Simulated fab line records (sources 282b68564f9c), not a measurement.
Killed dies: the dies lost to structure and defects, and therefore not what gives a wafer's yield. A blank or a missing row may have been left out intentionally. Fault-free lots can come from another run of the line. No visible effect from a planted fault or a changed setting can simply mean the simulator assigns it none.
fab line records :: flow rit-cmos
record
  lots=14
  wafers=42
  last-day=7
route steps=202 shown ACTIVE@15 M1@202
lots untouched by any fault: they come from a run of this same line in which no faults occurred
start-h: hours from the record's first day to the start of the lot's first wafer shown :: wait-h: hours from the lot's prior step to this one :: " as in the row above :: L1.1+2: several wafers, shown together as one row :: - no value, or no start given :: * or withheld: withheld :: < > ~ a bound
route shown NAME@n: NAME is a module with steps in the file, n the number in the route of the first one :: usual: the fault-free wafers' mean and standard deviation :: same: alike in all rows :: chamber/n: place in a boat :: sites: per-site readings :: _std_site: standard deviation across them :: _edge_site: outer sites' mean less inner sites' :: radius-mm: how far each site lies from the wafer's centre :: mask NAME#n: copy n :: behind: the tool/chamber that last shaped the wafer :: hold: what put the lot on hold/how long, in hours/how the hold closed :: device: which transistor (n, p or np) failed to switch :: end of line: the tests these same wafers got at the end of their route :: a step given without rows: its recipe and nothing more :: killed: at the first sort, the dies lost to defects and structure; wafer yield is something else :: map: dies across one wafer; x = killed, . = not, _ = none there
set.NAME: the setting as run; set.NAME@STEP: as run at that earlier step :: model.NAME: the simulator's own value behind a step, which no gauge read
a sample of lots followed through the steps of the route, with each step as a table and each wafer as a row
services: the hour from which a tool's chamber was out of use, counted from the record's first day as start-h (under 0 if before that day), plus the number of hours and why
## steps
# step RIT_ACTIVE_STRIP_14
# recipe
  chemistry=O2
  time-s=180
  resist=NOVOLAK
  platen-temp-c=withheld
  power-w=500
  pressure-mtorr=4000
  o2-flow-sccm=4000
# usual
  chamber-pressure-mTorr=4000/3.7
  drypump-motor-current-A=5.9/0.32
lot.wafer: L943.2
tool: plasma-asher-01
chamber: 1
start-h: 24.97
wait-h: 0.1
chamber-pressure-mTorr: 4003
drypump-motor-current-A: 5.7
rf-hours-counter-h: 39

lot.wafer: L943.3
tool: plasma-asher-01
chamber: 0
start-h: 24.97
wait-h: 0.1
chamber-pressure-mTorr: 4002
drypump-motor-current-A: 5.7
rf-hours-counter-h: -

lot.wafer: L943.4
tool: plasma-asher-01
chamber: 1
start-h: 24.97
wait-h: 0.1
chamber-pressure-mTorr: 4002
drypump-motor-current-A: 5.7
rf-hours-counter-h: -

lot.wafer: L944.3
tool: plasma-asher-03
chamber: 0
start-h: 30.03
wait-h: 0.1
chamber-pressure-mTorr: 4003
drypump-motor-current-A: 6.2
rf-hours-counter-h: -

lot.wafer: L944.4
tool: plasma-asher-03
chamber: 1
start-h: 30.03
wait-h: 0.1
chamber-pressure-mTorr: 3995
drypump-motor-current-A: 6.1
rf-hours-counter-h: -

lot.wafer: L944.6
tool: plasma-asher-03
chamber: 1
start-h: 30.03
wait-h: 0.1
chamber-pressure-mTorr: 4000
drypump-motor-current-A: 6.1
rf-hours-counter-h: -

lot.wafer: L946.3
tool: plasma-asher-03
chamber: 0
start-h: 40.17
wait-h: 0.1
chamber-pressure-mTorr: -
drypump-motor-current-A: -
rf-hours-counter-h: -

lot.wafer: L946.5
tool: plasma-asher-03
chamber: 1
start-h: 40.17
wait-h: 0.1
chamber-pressure-mTorr: -
drypump-motor-current-A: -
rf-hours-counter-h: -

lot.wafer: L946.6
tool: plasma-asher-03
chamber: 0
start-h: 40.17
wait-h: 0.1
chamber-pressure-mTorr: -
drypump-motor-current-A: -
rf-hours-counter-h: -

lot.wafer: L947.1
tool: plasma-asher-04
chamber: 0
start-h: 47.43
wait-h: 0.1
chamber-pressure-mTorr: -
drypump-motor-current-A: -
rf-hours-counter-h: -

lot.wafer: L947.3
tool: plasma-asher-04
chamber: 1
start-h: 47.43
wait-h: 0.1
chamber-pressure-mTorr: -
drypump-motor-current-A: -
rf-hours-counter-h: -

lot.wafer: L947.4
tool: plasma-asher-04
chamber: 0
start-h: 47.43
wait-h: 0.1
chamber-pressure-mTorr: -
drypump-motor-current-A: -
rf-hours-counter-h: -

lot.wafer: L951.1
tool: plasma-asher-04
chamber: 1
start-h: 64.98
wait-h: 0.1
chamber-pressure-mTorr: 3999
drypump-motor-current-A: 5.3
rf-hours-counter-h: 43

lot.wafer: L951.3
tool: plasma-asher-04
chamber: 1
start-h: 64.98
wait-h: 0.1
chamber-pressure-mTorr: 3995
drypump-motor-current-A: 5.3
rf-hours-counter-h: -

lot.wafer: L951.6
tool: plasma-asher-04
chamber: 0
start-h: 64.98
wait-h: 0.1
chamber-pressure-mTorr: 3995
drypump-motor-current-A: 6.1
rf-hours-counter-h: -

lot.wafer: L952.1
tool: plasma-asher-04
chamber: 0
start-h: 69.97
wait-h: 0.1
chamber-pressure-mTorr: 4001
drypump-motor-current-A: 6.1
rf-hours-counter-h: 43

lot.wafer: L952.2
tool: plasma-asher-04
chamber: 1
start-h: 69.97
wait-h: 0.1
chamber-pressure-mTorr: 4003
drypump-motor-current-A: 5.3
rf-hours-counter-h: 43

lot.wafer: L952.5
tool: plasma-asher-04
chamber: 1
start-h: 69.97
wait-h: 0.1
chamber-pressure-mTorr: 4001
drypump-motor-current-A: 5.3
rf-hours-counter-h: -

lot.wafer: L956.1
tool: plasma-asher-01
chamber: 1
start-h: 93.67
wait-h: 0.1
chamber-pressure-mTorr: 3997
drypump-motor-current-A: 5.8
rf-hours-counter-h: 46

lot.wafer: L956.2
tool: plasma-asher-01
chamber: 0
start-h: 93.67
wait-h: 0.1
chamber-pressure-mTorr: 4000
drypump-motor-current-A: 5.7
rf-hours-counter-h: 46

lot.wafer: L956.6
tool: plasma-asher-01
chamber: 1
start-h: 93.67
wait-h: 0.1
chamber-pressure-mTorr: 4002
drypump-motor-current-A: 5.7
rf-hours-counter-h: -

lot.wafer: L957.3
tool: plasma-asher-03
chamber: 1
start-h: 97.10
wait-h: 0.1
chamber-pressure-mTorr: 3995
drypump-motor-current-A: 6.1
rf-hours-counter-h: -

lot.wafer: L957.4
tool: plasma-asher-03
chamber: 0
start-h: 97.10
wait-h: 0.1
chamber-pressure-mTorr: 4001
drypump-motor-current-A: 6.2
rf-hours-counter-h: -

lot.wafer: L957.6
tool: plasma-asher-03
chamber: 0
start-h: 97.10
wait-h: 0.1
chamber-pressure-mTorr: 3994
drypump-motor-current-A: 6.2
rf-hours-counter-h: -

lot.wafer: L958.1
tool: plasma-asher-04
chamber: 0
start-h: 101.17
wait-h: 0.1
chamber-pressure-mTorr: 3998
drypump-motor-current-A: 6.1
rf-hours-counter-h: 46

lot.wafer: L958.2
tool: plasma-asher-04
chamber: 1
start-h: 101.17
wait-h: 0.1
chamber-pressure-mTorr: 3994
drypump-motor-current-A: 5.3
rf-hours-counter-h: 46

lot.wafer: L958.4
tool: plasma-asher-04
chamber: 1
start-h: 101.17
wait-h: 0.1
chamber-pressure-mTorr: 4002
drypump-motor-current-A: 5.3
rf-hours-counter-h: -

lot.wafer: L959.1
tool: plasma-asher-01
chamber: 0
start-h: 106.87
wait-h: 0.1
chamber-pressure-mTorr: 4000
drypump-motor-current-A: 5.6
rf-hours-counter-h: 47

lot.wafer: L959.3
tool: plasma-asher-01
chamber: 0
start-h: 106.87
wait-h: 0.1
chamber-pressure-mTorr: 3997
drypump-motor-current-A: 5.7
rf-hours-counter-h: -

lot.wafer: L959.4
tool: plasma-asher-01
chamber: 1
start-h: 106.87
wait-h: 0.1
chamber-pressure-mTorr: 4001
drypump-motor-current-A: 5.7
rf-hours-counter-h: -

lot.wafer: L960.2
tool: plasma-asher-03
chamber: 1
start-h: 110.14
wait-h: 0.1
chamber-pressure-mTorr: 3999
drypump-motor-current-A: 6.1
rf-hours-counter-h: 44

lot.wafer: L960.3
tool: plasma-asher-03
chamber: 0
start-h: 110.14
wait-h: 0.1
chamber-pressure-mTorr: 3999
drypump-motor-current-A: 6.2
rf-hours-counter-h: -

lot.wafer: L960.6
tool: plasma-asher-03
chamber: 1
start-h: 110.14
wait-h: 0.1
chamber-pressure-mTorr: 4006
drypump-motor-current-A: 6.1
rf-hours-counter-h: -

lot.wafer: L962.1
tool: plasma-asher-04
chamber: 1
start-h: 121.05
wait-h: 0.1
chamber-pressure-mTorr: 4002
drypump-motor-current-A: 5.3
rf-hours-counter-h: 0

lot.wafer: L962.3
tool: plasma-asher-04
chamber: 1
start-h: 121.05
wait-h: 0.1
chamber-pressure-mTorr: 4001
drypump-motor-current-A: 5.3
rf-hours-counter-h: -

lot.wafer: L962.6
tool: plasma-asher-04
chamber: 1
start-h: 121.05
wait-h: 0.1
chamber-pressure-mTorr: 3998
drypump-motor-current-A: 5.3
rf-hours-counter-h: -

lot.wafer: L963.1
tool: plasma-asher-03
chamber: 0
start-h: 125.71
wait-h: 0.1
chamber-pressure-mTorr: 3996
drypump-motor-current-A: 6.2
rf-hours-counter-h: 46

lot.wafer: L963.2
tool: plasma-asher-03
chamber: 1
start-h: 125.71
wait-h: 0.1
chamber-pressure-mTorr: 3996
drypump-motor-current-A: 6.1
rf-hours-counter-h: 46

lot.wafer: L963.6
tool: plasma-asher-03
chamber: 0
start-h: 125.71
wait-h: 0.1
chamber-pressure-mTorr: 4001
drypump-motor-current-A: 6.2
rf-hours-counter-h: -

lot.wafer: L964.4
tool: plasma-asher-04
chamber: 1
start-h: 131.09
wait-h: 0.1
chamber-pressure-mTorr: 4003
drypump-motor-current-A: 5.3
rf-hours-counter-h: -

lot.wafer: L964.5
tool: plasma-asher-04
chamber: 0
start-h: 131.09
wait-h: 0.1
chamber-pressure-mTorr: 4005
drypump-motor-current-A: 6.1
rf-hours-counter-h: -

lot.wafer: L964.6
tool: plasma-asher-04
chamber: 1
start-h: 131.09
wait-h: 0.1
chamber-pressure-mTorr: 3999
drypump-motor-current-A: 5.3
rf-hours-counter-h: -
# step RIT_M1_PROBE_99
# usual
  killed_at_M0_to_M3=0.0/0.25
  killed-at-contacts=0.0/0.18
  killed-at-front-end=7/3.4
  killed-dies=7/3.4
  killed-on-rim=1.8/1.3
  killed-open=3.7/2.2
  killed-short=3.6/2.2
# same
  gross-dies=264
  killed_at_M4_up=0
  killed-at-back-side=0
  killed-at-other=0
lot.wafer: L946.3
tool: prober-01
chamber: -
start-h: 87.27
wait-h: 0.2
killed_at_M0_to_M3: 0
killed-at-contacts: 0
killed-at-front-end: 264
killed-dies: 264
killed-on-rim: 70
killed-open: 2
killed-short: 4

lot.wafer: L946.5
tool: prober-01
chamber: -
start-h: 87.37
wait-h: 0.2
killed_at_M0_to_M3: 0
killed-at-contacts: 0
killed-at-front-end: 264
killed-dies: 264
killed-on-rim: 70
killed-open: 4
killed-short: 2

lot.wafer: L946.6
tool: prober-01
chamber: -
start-h: 87.42
wait-h: 0.2
killed_at_M0_to_M3: 1
killed-at-contacts: 0
killed-at-front-end: 263
killed-dies: 264
killed-on-rim: 70
killed-open: 2
killed-short: 3

lot.wafer: L947.1
tool: prober-02
chamber: -
start-h: 92.52
wait-h: 0.1
killed_at_M0_to_M3: 0
killed-at-contacts: 0
killed-at-front-end: 264
killed-dies: 264
killed-on-rim: 70
killed-open: 3
killed-short: 2

lot.wafer: L947.3
tool: prober-02
chamber: -
start-h: 92.62
wait-h: 0.2
killed_at_M0_to_M3: 0
killed-at-contacts: 0
killed-at-front-end: 264
killed-dies: 264
killed-on-rim: 70
killed-open: 4
killed-short: 4

lot.wafer: L947.4
tool: prober-02
chamber: -
start-h: 92.67
wait-h: 0.2
killed_at_M0_to_M3: 0
killed-at-contacts: 0
killed-at-front-end: 264
killed-dies: 264
killed-on-rim: 70
killed-open: 5
killed-short: 3

lot.wafer: L952.2
tool: prober-01
chamber: -
start-h: 118.65
wait-h: 0.1
killed_at_M0_to_M3: 0
killed-at-contacts: 0
killed-at-front-end: 7
killed-dies: 7
killed-on-rim: 2
killed-open: 5
killed-short: 2

lot.wafer: L952.5
tool: prober-01
chamber: -
start-h: 118.80
wait-h: 0.2
killed_at_M0_to_M3: 0
killed-at-contacts: 0
killed-at-front-end: 19
killed-dies: 19
killed-on-rim: 2
killed-open: 11
killed-short: 8
# killed by level:class
L946.3 FOX1:area-oxidation=258 FOX2:geometric-particle:short=2 GATE:geometric-particle:short=2 GATE:geometric-particle:open=1 SILICIDE:geometric-particle:open=1
L946.5 FOX1:area-oxidation=258 GATE:geometric-particle:open=3 ACTIVE:geometric-particle:short=1 FOX1:geometric-particle:open=1 FOX1:geometric-particle:short=1
L946.6 FOX1:area-oxidation=259 GATE:geometric-particle:short=2 FOX1:geometric-particle:open=1 GATE:geometric-particle:open=1 M1:geometric-particle:short=1
L947.1 FOX1:area-oxidation=259 GATE:geometric-particle:open=2 FOX1:geometric-particle:short=1 FOX1:geometric-particle:open=1 SILICIDE:geometric-particle:short=1
L947.3 FOX1:area-oxidation=256 GATE:geometric-particle:open=3 GATE:geometric-particle:short=2 REOX:geometric-particle:short=1 REOX:geometric-particle:open=1 SPACER:geometric-particle:short=1
L947.4 FOX1:area-oxidation=256 GATE:geometric-particle:open=2 FOX1:geometric-particle:short=1 FOX1:geometric-particle:open=1 SPACER:geometric-particle:short=1 SPACER:geometric-particle:open=1 SILICIDE:geometric-particle:open=1 SILICIDE:geometric-particle:short=1
L952.2 GATE:geometric-particle:open=2 REOX:geometric-particle:open=2 FOX1:geometric-particle:open=1 FOX1:geometric-particle:short=1 REOX:geometric-particle:short=1
L952.5 REOX:geometric-particle:open=3 FOX1:geometric-particle:open=2 FOX2:geometric-particle:open=2 GATE:geometric-particle:short=2 SPACER:geometric-particle:short=2 SILICIDE:geometric-particle:open=2 SILICIDE:geometric-particle:short=2 FOX2:geometric-particle:short=1
## services
tool: plasma-asher-03
chamber: -
start-h: 23.76
hours: 2.9
kind: repair

tool: plasma-asher-04
chamber: -
start-h: 108.84
hours: 9.0
kind: pm

tool: plasma-asher-04
chamber: 0
start-h: 108.84
hours: 9.0
kind: vent-cycle

tool: plasma-asher-04
chamber: 1
start-h: 108.84
hours: 9.0
kind: vent-cycle

tool: plasma-asher-04
chamber: 0
start-h: 117.84
hours: -
kind: clean

tool: plasma-asher-04
chamber: 1
start-h: 117.84
hours: -
kind: clean
## key
first-sign
  step=RIT_ACTIVE_STRIP_14
  reading=tool-record
  direction=missing
effect
  step=RIT_M1_PROBE_99
  reading=killed-at-front-end
  direction=up
  sigmas=75
  usual=7
  struck=264
more-kills-born-at
  RIT_FOX1_OXIDATION_00@furnace-04=775
  RIT_FOX1_OXIDATION_00@furnace-03=771
met-at RIT_ACTIVE_STRIP_14
struck-lots L946,L947
later-rows-left-out L946.3,L946.5,L946.6,L947.1,L947.3,L947.4
tester-left-out L946,L947
onset-between 30.03 40.17
fault
  kind=skipped-step-whole
  tool=plasma-asher-03,plasma-asher-04
  chamber=-
  onset-h=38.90
  steps=RIT_ACTIVE_STRIP_14
  scope=struck-lots-only
# tester-left-out: of these lots the tester's yield and bins aren't shown, on N5 and GAA mostly nor the transistor test; their killed dies are dies lost to structure and defects alone, not to doping, threshold or leakage, so they don't give the yield
# later-rows-left-out: the simulator's readings of these wafers behind a module that went badly wrong aren't trusted and aren't shown, but for the sort
